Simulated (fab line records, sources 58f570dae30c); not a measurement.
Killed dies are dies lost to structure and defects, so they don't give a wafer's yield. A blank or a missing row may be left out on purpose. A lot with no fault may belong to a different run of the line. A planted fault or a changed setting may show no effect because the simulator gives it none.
Struck lot and sound lot, side by side | flow berkeleyCmos170 | 14 out of 331 route steps
Sound: these wafers, L932.2, L932.3, L932.5. Wafers L929.1, L929.2, L929.4 were the ones struck. The cause is given at the end.
Per side, at each step with rows, come the tool, then ch with its chambers, and then its first start. Under that, the readings that differ: sound wafers | struck wafers | difference of the means | sigmas: that difference in standard deviations of wafers without a fault.
alike: words and numbers the same on both sides, and readings whose means are apart by under 2 such deviations; not compared: readings that were withheld, readings missing a value for some wafer, numbers with overlapping values and no deviation given by the record, and bounds like >300 which may hide the same value.
A row with sigmas, a row that says differs or no value, or rows on one side alone: a step with any of these is where the two part. Numbers that don't overlap but have no deviation are shown without sigmas and don't part them. Lack of a reading on every wafer of one side parts them only where that side has two or more wafers.

UCB170_PLDD_CD_MEAS_06: target cd 1200 nm.
  sound on cdSem-01 at day 10 17:13; struck on cdSem-02 at day 10 00:06
  alike: cdNm
UCB170_PLDD_OVL_MEAS_07:
  sound on overlay-02 at day 10 17:19; struck on overlay-01 at day 10 00:13
  alike: PLDD_OVL
then, 2 steps without rows for these wafers: UCB170_PLDD_IMPLANT_08; UCB170_PLDD_IMPLANT_09.
UCB170_PLDD_STRIP_10: strips in O2.
  sound on plasmaAsher-01 ch 0,1, day 10 17:39; struck on plasmaAsher-01 ch 0,1, day 10 00:33
  alike: chamberPressureMTorr, drypumpMotorCurrentA, oesProductAu, stripTimeToEndpointS
  not compared: rfHoursCounterH
UCB170_PLDD_TW_MEAS_11:
  sound on filmMetro-02 at day 10 17:46; struck on filmMetro-04 at day 10 00:39
reading | sound       | struck         | difference | sigmas
PLDD_TW | 987 997 990 | 1012 1017 1013 | +23        | +2
then, 6 steps without rows for these wafers: UCB170_PLDD_CLEAN_12 (cleans in SPM, time 600 s); UCB170_NLDD_HMDS_00 (prime time 60 s); UCB170_NLDD_COAT_01 (resist thk 900 nm); UCB170_NLDD_SOFTBAKE_02 (time 60 s); UCB170_NLDD_EXPOSE_03 (exposes mask NSELECT, target cd 1200 nm); UCB170_NLDD_PEB_04.
UCB170_NLDD_DEVELOP_05: develop time 45 s.
  sound on lithoTrack-04 ch 0, day 10 18:00; struck on lithoTrack-04, day 10 02:00
  no value came back on the struck wafers for chillPlateTempC (C), developTimeS (s); on the sound wafers chillPlateTempC (C) reads 22.97 22.98 22.85
reading                              | sound             | struck            | difference | sigmas
model.KrF_of_NLDD_COAT_01.thkNm (nm) | 883.1 884.5 884.5 | 899.2 896.3 898.8 | +14.1      | 
UCB170_NLDD_CD_MEAS_06: target cd 1200 nm.
  sound on cdSem-02 at day 10 18:59; struck on cdSem-01 at day 10 02:32
reading   | sound                | struck | difference                    | sigmas
cdNm (nm) | 1199.3 1198.9 1199.8 | - - -  | no value on the struck wafers | 

## WHERE THEY PART
Last at UCB170_NLDD_CD_MEAS_06 as far as this record goes, first at UCB170_PLDD_TW_MEAS_11.

WHY: what had been put in by the simulator
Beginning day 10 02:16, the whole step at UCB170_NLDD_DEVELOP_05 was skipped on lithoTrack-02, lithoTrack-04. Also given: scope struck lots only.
